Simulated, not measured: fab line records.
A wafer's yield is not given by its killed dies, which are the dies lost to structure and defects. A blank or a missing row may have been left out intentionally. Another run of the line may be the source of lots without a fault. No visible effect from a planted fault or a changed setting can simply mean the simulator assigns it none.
fab line records + flow rit_cmos
record:
- lots: 5
- wafers: 15
- last_day: 7
route steps=202 shown ACTIVE@3
lots that met no fault: taken from a fault-free run of the same line
start_h: start of the lot's first displayed wafer, in hours after the record's first day + wait_h: hours since the lot's step before + " unchanged from the row above + L1.1+2: several wafers, shown together as one row + - value missing, or start not given + * or withheld: withheld + < > ~ a bound
route shown NAME@n: a module of which the file shows steps, and the number in the route of the first + usual: average and standard deviation across the fault-free wafers + same: alike in all rows + chamber/n: place in a boat + sites: per-site readings + _std_site: how widely they spread, as a standard deviation + _edge_site: inner sites' mean taken away from outer sites' mean + radius_mm: for every site, how far away it sits from the centre of the wafer + mask NAME#n: copy n + behind: tool/chamber where the wafer was last shaped + hold: reason for holding the lot/hours on hold/outcome of the hold + device: transistor that didn't switch, given as n, p or np + end of line: tests of these same wafers at the route's end + a step without rows: its recipe alone + killed: dies that structure and defects cost at the first sort, which is not the same as the wafer's yield + map: the dies of a wafer, with x for killed, . for not killed, _ for no die there
set.NAME: the setting the step ran with; set.NAME@STEP: the setting that earlier step ran with + model.NAME: the simulator's own value behind a step, which no gauge read
lots seen at some steps along the route; tables by step, rows by wafer
services: the hour from which a tool's chamber was out of use, counted from the record's first day as start_h (under 0 if before that day), plus the number of hours and why
== steps ==
step: RIT_ACTIVE_THK_MEAS_02
recipe:
- reads: SiO2_of_ACTIVE_OXIDATION_01
usual:
- ACTIVE_OXIDE_THK: 46.6/0.81
| lot.wafer | tool          | chamber | start_h | wait_h | ACTIVE_OXIDE_THK[nm] |
|-----------|---------------|---------|---------|--------|----------------------|
| L078.3    | film_metro-03 | -       | 32.46   | 0.0    | 47.0                 |
| L078.4    | "             | -       | "       | "      | 46.9                 |
| L078.6    | "             | -       | "       | "      | 47.1                 |
| L079.2    | film_metro-04 | -       | 37.06   | 0.0    | 46.7                 |
| L079.3    | "             | -       | "       | "      | 45.7                 |
| L079.4    | "             | -       | "       | "      | 46.9                 |
| L084.2    | film_metro-03 | -       | 62.06   | 0.0    | 46.1                 |
| L084.4    | "             | -       | "       | "      | 46.9                 |
| L084.5    | "             | -       | "       | "      | 45.4                 |
| L093.2    | film_metro-04 | -       | 107.06  | 0.0    | 46.6                 |
| L093.4    | "             | -       | "       | "      | 45.9                 |
| L093.6    | "             | -       | "       | "      | 46.0                 |
| L097.2    | film_metro-03 | -       | 127.06  | 0.0    | 46.2                 |
| L097.4    | "             | -       | "       | "      | 45.8                 |
| L097.6    | "             | -       | "       | "      | 45.4                 |
step: RIT_ACTIVE_CVD_03
recipe:
- material: Si3N4
- target_thk_nm: 150
- temp_c: 810
- precursor: SiH2Cl2/NH3
- time_s: 1500
- pressure_mtorr: 300
- sih2cl2_flow_sccm: 60
- nh3_flow_sccm: 150
usual:
- nh3_flow_sccm: 150.0/0.52
| lot.wafer | tool     | chamber | start_h | wait_h | nh3_flow_sccm |
|-----------|----------|---------|---------|--------|---------------|
| L078.3    | lpcvd-01 | 1       | 32.50   | 0.0    | 149.8         |
| L078.4    | "        | 1       | "       | "      | 149.7         |
| L078.6    | "        | 1       | "       | "      | 149.4         |
| L079.2    | lpcvd-02 | 0       | 37.11   | 0.0    | 149.9         |
| L079.3    | "        | 0       | "       | "      | 149.8         |
| L079.4    | "        | 0       | "       | "      | 150.5         |
| L084.2    | lpcvd-02 | 1       | 62.11   | 0.0    | 149.7         |
| L084.4    | "        | 1       | "       | "      | 148.8         |
| L084.5    | "        | 1       | "       | "      | 149.5         |
| L093.2    | lpcvd-01 | 0       | 107.11  | 0.0    | 149.8         |
| L093.4    | "        | 0       | "       | "      | 150.0         |
| L093.6    | "        | 0       | "       | "      | 149.6         |
| L097.2    | lpcvd-02 | 0       | 127.11  | 0.0    | 149.1         |
| L097.4    | "        | 0       | "       | "      | 149.4         |
| L097.6    | "        | 0       | "       | "      | 149.5         |
step: RIT_ACTIVE_THK_MEAS_04
recipe:
- reads: Si3N4_of_ACTIVE_CVD_03
usual:
- ACTIVE_NITRIDE_THK: 150.2/1.4
| lot.wafer | tool          | chamber | start_h | wait_h | ACTIVE_NITRIDE_THK[nm] |
|-----------|---------------|---------|---------|--------|------------------------|
| L078.3    | film_metro-03 | -       | 33.94   | 0.0    | 151.4                  |
| L078.4    | "             | -       | "       | "      | 152.6                  |
| L078.6    | "             | -       | "       | "      | 151.4                  |
| L079.2    | film_metro-02 | -       | 39.25   | 0.0    | 151.1                  |
| L079.3    | "             | -       | "       | "      | 151.3                  |
| L079.4    | "             | -       | "       | "      | 152.3                  |
| L084.2    | film_metro-04 | -       | 63.54   | 0.0    | 146.7                  |
| L084.4    | "             | -       | "       | "      | 148.9                  |
| L084.5    | "             | -       | "       | "      | 147.7                  |
| L093.2    | film_metro-03 | -       | 108.54  | 0.0    | 150.6                  |
| L093.4    | "             | -       | "       | "      | 149.7                  |
| L093.6    | "             | -       | "       | "      | 148.9                  |
| L097.2    | film_metro-02 | -       | 128.54  | 0.0    | 150.0                  |
| L097.4    | "             | -       | "       | "      | 150.4                  |
| L097.6    | "             | -       | "       | "      | 151.2                  |
step: RIT_ACTIVE_HMDS_05
recipe:
- prime_time_s: 60
- prime_temp_c: 140
usual:
- exhaust_pa: 44.8/0.86
same:
- prime_time_s: 60
| lot.wafer | tool           | chamber | start_h | wait_h | exhaust_pa |
|-----------|----------------|---------|---------|--------|------------|
| L078.3    | litho_track-02 | 0       | 34.03   | 0.1    | 45.3       |
| L078.4    | "              | 0       | "       | "      | 44.8       |
| L078.6    | "              | 0       | "       | "      | 45.8       |
| L079.2    | litho_track-03 | 0       | 39.32   | 0.1    | 44.7       |
| L079.3    | "              | 0       | "       | "      | 45.3       |
| L079.4    | "              | 0       | "       | "      | 45.7       |
| L084.2    | litho_track-01 | 0       | 63.62   | 0.1    | 45.8       |
| L084.4    | "              | 0       | "       | "      | 45.3       |
| L084.5    | "              | 0       | "       | "      | 44.7       |
| L093.2    | litho_track-02 | 0       | 108.61  | 0.1    | 45.3       |
| L093.4    | "              | 0       | "       | "      | 46.0       |
| L093.6    | "              | 0       | "       | "      | 46.0       |
| L097.2    | litho_track-02 | 0       | 128.62  | 0.1    | 45.3       |
| L097.4    | "              | 0       | "       | "      | 45.5       |
| L097.6    | "              | 0       | "       | "      | 45.2       |
step: RIT_ACTIVE_COAT_06
recipe:
- resist: NOVOLAK
- spin_rpm: 3250
- resist_thk_nm: 1000
usual:
- exhaust_pa: 45.1/0.92
| lot.wafer | tool           | chamber | start_h | wait_h | exhaust_pa |
|-----------|----------------|---------|---------|--------|------------|
| L078.3    | litho_track-02 | 0       | 34.18   | 0.1    | 45.9       |
| L078.4    | "              | 0       | "       | "      | 46.7       |
| L078.6    | "              | 0       | "       | "      | 44.2       |
| L079.2    | litho_track-03 | 0       | 39.47   | 0.1    | 45.0       |
| L079.3    | "              | 0       | "       | "      | 44.5       |
| L079.4    | "              | 0       | "       | "      | 45.8       |
| L084.2    | litho_track-01 | 0       | 63.77   | 0.1    | 43.9       |
| L084.4    | "              | 0       | "       | "      | 44.1       |
| L084.5    | "              | 0       | "       | "      | 44.2       |
| L093.2    | litho_track-02 | 0       | 108.77  | 0.1    | 44.2       |
| L093.4    | "              | 0       | "       | "      | 43.7       |
| L093.6    | "              | 0       | "       | "      | 43.5       |
| L097.2    | litho_track-02 | 0       | 128.76  | 0.1    | 45.9       |
| L097.4    | "              | 0       | "       | "      | 46.2       |
| L097.6    | "              | 0       | "       | "      | 45.2       |
step: RIT_ACTIVE_SOFTBAKE_07
recipe:
- resist: NOVOLAK
- temp_c: 90
- time_s: 60
usual:
- exhaust_pa: 45.1/0.89
| lot.wafer | tool           | chamber | start_h | wait_h | exhaust_pa |
|-----------|----------------|---------|---------|--------|------------|
| L078.3    | litho_track-02 | 0       | 34.33   | 0.1    | 45.9       |
| L078.4    | "              | 0       | "       | "      | 44.9       |
| L078.6    | "              | 0       | "       | "      | 42.8       |
| L079.2    | litho_track-03 | 0       | 39.62   | 0.1    | 44.1       |
| L079.3    | "              | 0       | "       | "      | 46.3       |
| L079.4    | "              | 0       | "       | "      | 44.6       |
| L084.2    | litho_track-01 | 0       | 63.91   | 0.1    | 45.5       |
| L084.4    | "              | 0       | "       | "      | 45.0       |
| L084.5    | "              | 0       | "       | "      | 44.6       |
| L093.2    | litho_track-02 | 0       | 108.92  | 0.1    | 45.0       |
| L093.4    | "              | 0       | "       | "      | 45.4       |
| L093.6    | "              | 0       | "       | "      | 46.1       |
| L097.2    | litho_track-02 | 0       | 128.91  | 0.1    | 45.2       |
| L097.4    | "              | 0       | "       | "      | 45.1       |
| L097.6    | "              | 0       | "       | "      | 45.0       |
step: RIT_ACTIVE_EXPOSE_08
recipe:
- mask_id: M1
- na: 0.6
- source_shape: conventional
- sigma_outer: 0.6
- target_cd_nm: 1400
- dose_mj: 225
usual:
- stage_vel_mm_s: 499.97/0.27
| lot.wafer | tool             | chamber | start_h | wait_h | mask | stage_vel_mm_s |
|-----------|------------------|---------|---------|--------|------|----------------|
| L078.3    | iline_stepper-01 | 0       | 34.60   | 0.2    | M1#0 | 500.19         |
| L078.4    | "                | 0       | "       | "      | M1#0 | 499.92         |
| L078.6    | "                | 0       | "       | "      | M1#0 | 499.85         |
| L079.2    | iline_stepper-01 | 0       | 39.77   | 0.1    | M1#0 | 499.96         |
| L079.3    | "                | 0       | "       | "      | M1#0 | 500.49         |
| L079.4    | "                | 0       | "       | "      | M1#0 | 499.57         |
| L084.2    | iline_stepper-02 | 0       | 64.18   | 0.2    | M1#0 | 500.44         |
| L084.4    | "                | 0       | "       | "      | M1#0 | 499.62         |
| L084.5    | "                | 0       | "       | "      | M1#0 | 499.92         |
| L093.2    | iline_stepper-01 | 0       | 109.18  | 0.2    | M1#0 | 500.11         |
| L093.4    | "                | 0       | "       | "      | M1#0 | 500.19         |
| L093.6    | "                | 0       | "       | "      | M1#0 | 499.62         |
| L097.2    | iline_stepper-01 | 0       | 129.18  | 0.2    | M1#0 | 499.98         |
| L097.4    | "                | 0       | "       | "      | M1#0 | 499.86         |
| L097.6    | "                | 0       | "       | "      | M1#0 | 499.23         |
== services ==
| tool             | chamber | start_h | hours | kind |
|------------------|---------|---------|-------|------|
| iline_stepper-02 | -       | 47.05   | 1.7   | pm   |
| iline_stepper-01 | -       | 122.91  | 1.7   | pm   |
== key ==
fault none
